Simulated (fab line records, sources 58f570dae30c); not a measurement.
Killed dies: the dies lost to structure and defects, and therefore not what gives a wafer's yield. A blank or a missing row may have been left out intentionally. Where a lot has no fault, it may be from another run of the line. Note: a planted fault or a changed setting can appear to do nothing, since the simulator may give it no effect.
A single fault, viewed from 2 desks || flow berkeley_cmos170 || numbers are kept per desk, each desk with only its own; the story behind them comes last

METROLOGY DESK
Lot by lot, what the gauges showed, no matter which tool ran the lot: averages of those sampled wafers that carry a number. A lot is out of limits, marked OUT, if its mean lies more than 4 standard deviations from the usual mean; the brackets give that distance.
Columns: A = cd_nm at UCB170_M1_CD_MEAS_09, usual 700.3 nm; B = V1_POLISHED_THK at UCB170_V1_THK_MEAS_04, usual 998.9 nm
{"lot": "L865", "first seen here": "day 7 21:04", "A": 699.7, "B": 998.3}
{"lot": "L868", "first seen here": "day 9 16:38", "A": 700.9, "B": 999.0}
{"lot": "L869", "first seen here": "day 9 16:49", "A": 703.0, "B": 998.0}
{"lot": "L871", "first seen here": "day 9 20:01", "A": 700.2, "B": 997.8}
{"lot": "L873", "first seen here": "day 9 22:06", "A": 701.7, "B": 999.2}
{"lot": "L876", "first seen here": "day 10 15:47", "A": 698.1, "B": 997.9}
{"lot": "L877", "first seen here": "day 10 15:52", "A": 699.8, "B": 998.5}
{"lot": "L879", "first seen here": "day 11 11:58", "A": 702.0, "B": 999.0}
{"lot": "L880", "first seen here": "day 11 20:49", "A": 698.8, "B": 998.5}
{"lot": "L883", "first seen here": "day 12 09:17", "A": 699.8, "B": 998.6}
{"lot": "L886", "first seen here": "day 12 10:11", "A": 700.6, "B": 999.9}
{"lot": "L884", "first seen here": "day 12 15:35", "A": 698.5, "B": 998.9}
{"lot": "L888", "first seen here": "day 13 04:53", "A": 701.1, "B": 1000.4}
{"lot": "L887", "first seen here": "day 14 13:11", "A": 699.5, "B": 1001.2}
This desk found nothing out of limits on any of the 14 lots.

AT THE TOOL OWNER'S DESK: pecvd-01
The tool's own readings at UCB170_V1_CVD_00 (deposits SiO2 from TEOS/O2, target thk 2000 nm, time 250 s): means of the sampled wafers that have a number, for each lot that ran on this tool. A lot is out of limits, marked OUT, if its mean lies more than 4 standard deviations from the usual mean; the brackets give that distance.
Columns: A = heater_power_w at UCB170_V1_CVD_00, usual 254 W; B = pressure_mtorr at UCB170_V1_CVD_00, usual 9000 mTorr; C = run_length_s at UCB170_V1_CVD_00, usual 277.8 s
{"lot": "L865", "first seen here": "day 7 22:56", "A": 272, "B": 8990, "C": 277.6}
{"lot": "L871", "first seen here": "day 9 21:52", "A": 246, "B": 8984, "C": 277.8}
{"lot": "L873", "first seen here": "day 10 00:37", "A": 202, "B": 9021, "C": "268.1 (-25) OUT"}
{"lot": "L876", "first seen here": "day 10 19:04", "A": 223, "B": 9002, "C": "268.1 (-25) OUT"}
This desk's verdict: out of limits on L873, L876, starting with L873 at day 10 00:37 (run_length_s at UCB170_V1_CVD_00). In limits: L865, L871.

PUT TOGETHER
An alarm could have come from the tool owner's desk at day 10 00:37, on L873, L876.
The metrology desk saw nothing out of limits.
The metrology desk holds a record of L873, L876, inside its limits.
The lots listed all ran UCB170_V1_CVD_00 on pecvd-01.

WHAT THE SIMULATOR HAD PUT IN
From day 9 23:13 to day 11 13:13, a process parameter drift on pecvd-01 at UCB170_V1_CVD_00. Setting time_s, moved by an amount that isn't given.
Shown lots that were struck: L873, L876.
Hours from the fault's start to each desk's first reading out of limits: the tool owner's desk, 1.
